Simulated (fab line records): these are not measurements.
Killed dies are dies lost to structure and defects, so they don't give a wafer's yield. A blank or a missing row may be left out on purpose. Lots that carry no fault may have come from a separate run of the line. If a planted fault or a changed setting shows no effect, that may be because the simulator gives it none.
Which tool did it? / flow berkeley_cmos170 / Sampling: 14 lots, 42 wafers, 4 of 331 route steps

== WHAT EACH GAUGE READ, for each wafer ==
UCB170_START_BOW_MEAS_00. Usual: INCOMING_BOW 0 um, standard deviation 7.1.
lot=L331; measured=day 2 01:00; on=film_metro-04; INCOMING_BOW (um)=11 -3 5; flag=
lot=L332; measured=day 2 06:02; on=film_metro-02; INCOMING_BOW (um)=-4 -5 2; flag=
lot=L333; measured=day 2 11:00; on=film_metro-04; INCOMING_BOW (um)=-1 7 7; flag=
lot=L334; measured=day 2 16:00; on=film_metro-02; INCOMING_BOW (um)=-8 1 -4; flag=
lot=L336; measured=day 3 02:01; on=film_metro-04; INCOMING_BOW (um)=-2 -5 4; flag=
lot=L337; measured=day 3 07:00; on=film_metro-01; INCOMING_BOW (um)=-10 -8 -5; flag=
lot=L338; measured=day 3 12:00; on=film_metro-02; INCOMING_BOW (um)=3 12 -5; flag=
lot=L339; measured=day 3 17:00; on=film_metro-04; INCOMING_BOW (um)=-8 -5 2; flag=
lot=L343; measured=day 4 13:00; on=film_metro-02; INCOMING_BOW (um)=-8 1 12; flag=
lot=L345; measured=day 4 23:01; on=film_metro-01; INCOMING_BOW (um)=-10 4 3; flag=
lot=L346; measured=day 5 04:00; on=film_metro-01; INCOMING_BOW (um)=-2 -15 9; flag=
lot=L349; measured=day 5 19:00; on=film_metro-04; INCOMING_BOW (um)=3 -6 4; flag=
lot=L350; measured=day 6 00:00; on=film_metro-01; INCOMING_BOW (um)=0 12 3; flag=
lot=L351; measured=day 6 05:01; on=film_metro-01; INCOMING_BOW (um)=16 7 -7; flag=

UCB170_FIELD_THK_MEAS_90. Usual: FIELD_OXIDE_LEFT_1_THK 444 nm, standard deviation 9.3.
lot=L331; measured=day 5 19:57; on=film_metro-01; FIELD_OXIDE_LEFT_1_THK (nm)=444 452 445; flag=
lot=L332; measured=day 5 19:58; on=film_metro-03; FIELD_OXIDE_LEFT_1_THK (nm)=445 442 445; flag=
lot=L333; measured=day 5 23:56; on=film_metro-03; FIELD_OXIDE_LEFT_1_THK (nm)=450 447 444; flag=
lot=L334; measured=day 6 12:59; on=film_metro-01; FIELD_OXIDE_LEFT_1_THK (nm)=432 431 437; flag=
lot=L336; measured=day 7 01:26; on=film_metro-04; FIELD_OXIDE_LEFT_1_THK (nm)=437 432 443; flag=
lot=L337; measured=day 7 01:25; on=film_metro-01; FIELD_OXIDE_LEFT_1_THK (nm)=441 433 442; flag=
lot=L338; measured=day 7 01:29; on=film_metro-04; FIELD_OXIDE_LEFT_1_THK (nm)=429 432 430; flag=
lot=L339; measured=day 7 15:13; on=film_metro-01; FIELD_OXIDE_LEFT_1_THK (nm)=447 445 447; flag=
lot=L343; measured=day 8 11:10; on=film_metro-03; FIELD_OXIDE_LEFT_1_THK (nm)=457 446 436; flag=
lot=L349; measured=day 9 13:21; on=film_metro-01; FIELD_OXIDE_LEFT_1_THK (nm)=454 444 442; flag=
lot=L350; measured=day 9 13:21; on=film_metro-04; FIELD_OXIDE_LEFT_1_THK (nm)=429 429 422; flag=
lot=L351; measured=day 9 13:25; on=film_metro-01; FIELD_OXIDE_LEFT_1_THK (nm)=437 437 446; flag=

UCB170_NVT_OVL_MEAS_06. Usual: NVT_OVL -1 nm, standard deviation 5.7.
lot=L331; measured=day 6 11:44; on=overlay-01; NVT_OVL (nm)=-6 5 0; flag=
lot=L332; measured=day 6 12:01; on=overlay-02; NVT_OVL (nm)=-6 2 -3; flag=
lot=L333; measured=day 6 19:28; on=overlay-02; NVT_OVL (nm)=-3 -11 -6; flag=
lot=L334; measured=day 7 10:53; on=overlay-01; NVT_OVL (nm)=8 -3 2; flag=
lot=L336; measured=day 7 17:05; on=overlay-02; NVT_OVL (nm)=5 5 2; flag=
lot=L337; measured=day 7 16:48; on=overlay-01; NVT_OVL (nm)=5 5 7; flag=
lot=L338; measured=day 7 17:19; on=overlay-01; NVT_OVL (nm)=3 3 -1; flag=
lot=L339; measured=day 8 05:53; on=overlay-02; NVT_OVL (nm)=6 11 5; flag=
lot=L343; measured=day 8 23:16; on=overlay-02; NVT_OVL (nm)=7 -4 -3; flag=
lot=L349; measured=day 10 00:13; on=overlay-01; NVT_OVL (nm)=-4 -6 -1; flag=
lot=L350; measured=day 9 23:59; on=overlay-02; NVT_OVL (nm)=-8 -6 -3; flag=
lot=L351; measured=day 10 00:46; on=overlay-02; NVT_OVL (nm)=0 8 2; flag=

== EACH LOT AND THE TOOL THAT RAN IT (in order: tool; ch and the chambers of the sampled wafers; start) ==
lot=L331; UCB170_FIELD_OXIDATION_01=furnace-02 ch 0, day 5 07:32
lot=L332; UCB170_FIELD_OXIDATION_01=furnace-02 ch 0, day 5 07:32
lot=L333; UCB170_FIELD_OXIDATION_01=furnace-02 ch 0, day 5 13:08
lot=L334; UCB170_FIELD_OXIDATION_01=furnace-01 ch 0, day 6 00:56
lot=L336; UCB170_FIELD_OXIDATION_01=furnace-02 ch 0, day 6 14:15
lot=L337; UCB170_FIELD_OXIDATION_01=furnace-02 ch 0, day 6 14:15
lot=L338; UCB170_FIELD_OXIDATION_01=furnace-02 ch 0, day 6 14:15
lot=L339; UCB170_FIELD_OXIDATION_01=furnace-01 ch 0, day 7 04:34
lot=L343; UCB170_FIELD_OXIDATION_01=furnace-03 ch 0, day 8 00:27
lot=L345; UCB170_FIELD_OXIDATION_01=furnace-02, day 8 06:50
lot=L346; UCB170_FIELD_OXIDATION_01=furnace-02, day 8 06:50
lot=L349; UCB170_FIELD_OXIDATION_01=furnace-02 ch 0, day 9 01:02
lot=L350; UCB170_FIELD_OXIDATION_01=furnace-02 ch 0, day 9 01:02
lot=L351; UCB170_FIELD_OXIDATION_01=furnace-02 ch 0, day 9 01:02
- UCB170_FIELD_OXIDATION_01: target thk 558.3 nm, ox time 7200 s.

== WHAT THE TOOLS THEMSELVES READ (means of the sampled wafers that have a number; where no wafer has one, the mark that the record gives instead) ==
UCB170_FIELD_OXIDATION_01. Usual: ox_temp_c 1000.1 C, standard deviation 0.42; ox_temp_c_max 1004.5, standard deviation 1.4.
lot=L331; tool=furnace-02; ox_temp_c (C)=1000.1; ox_temp_c_max=1003.8; flag=
lot=L332; tool=furnace-02; ox_temp_c (C)=999.4; ox_temp_c_max=1002.9; flag=
lot=L333; tool=furnace-02; ox_temp_c (C)=999.9; ox_temp_c_max=1003.1; flag=
lot=L334; tool=furnace-01; ox_temp_c (C)=1000.1; ox_temp_c_max=1004.3; flag=
lot=L336; tool=furnace-02; ox_temp_c (C)=1000.3; ox_temp_c_max=1003.6; flag=
lot=L337; tool=furnace-02; ox_temp_c (C)=1000.1; ox_temp_c_max=1003.3; flag=
lot=L338; tool=furnace-02; ox_temp_c (C)=999.9; ox_temp_c_max=1003.3; flag=
lot=L339; tool=furnace-01; ox_temp_c (C)=1000.5; ox_temp_c_max=1005.3; flag=
lot=L343; tool=furnace-03; ox_temp_c (C)=999.5; ox_temp_c_max=1005.5; flag=
lot=L345; tool=furnace-02; ox_temp_c (C)=-; ox_temp_c_max=-; flag=OFF
lot=L346; tool=furnace-02; ox_temp_c (C)=-; ox_temp_c_max=-; flag=OFF
lot=L349; tool=furnace-02; ox_temp_c (C)=999.9; ox_temp_c_max=1003.6; flag=
lot=L350; tool=furnace-02; ox_temp_c (C)=1000.1; ox_temp_c_max=1003.1; flag=
lot=L351; tool=furnace-02; ox_temp_c (C)=999.9; ox_temp_c_max=1003.6; flag=

== THE ANSWER, worked out from the rows above alone ==
Rule: a lot counts as off when the mean over its wafers that have a number is more than 3 standard deviations away from the usual mean. A lot without any number at a reading at which 4 lots or more have one is off too. The other lots that the step has rows for count as sound. First the gauges in route order, then the tools' own readings, where a lot's mean is used as printed above. At the first step where some lot is off, the reading lying furthest off is the one used; lots without a number count as furthest.
Off: L345, L346, at UCB170_FIELD_OXIDATION_01 (ox_temp_c). Without a number there: L345, L346.
If a tool, at that step or one of the process steps before it, ran each lot that is off and ran no sound lot following the first of them, it fits. No candidate that was tried fits.

== WHAT THE SIMULATOR PUT IN ==
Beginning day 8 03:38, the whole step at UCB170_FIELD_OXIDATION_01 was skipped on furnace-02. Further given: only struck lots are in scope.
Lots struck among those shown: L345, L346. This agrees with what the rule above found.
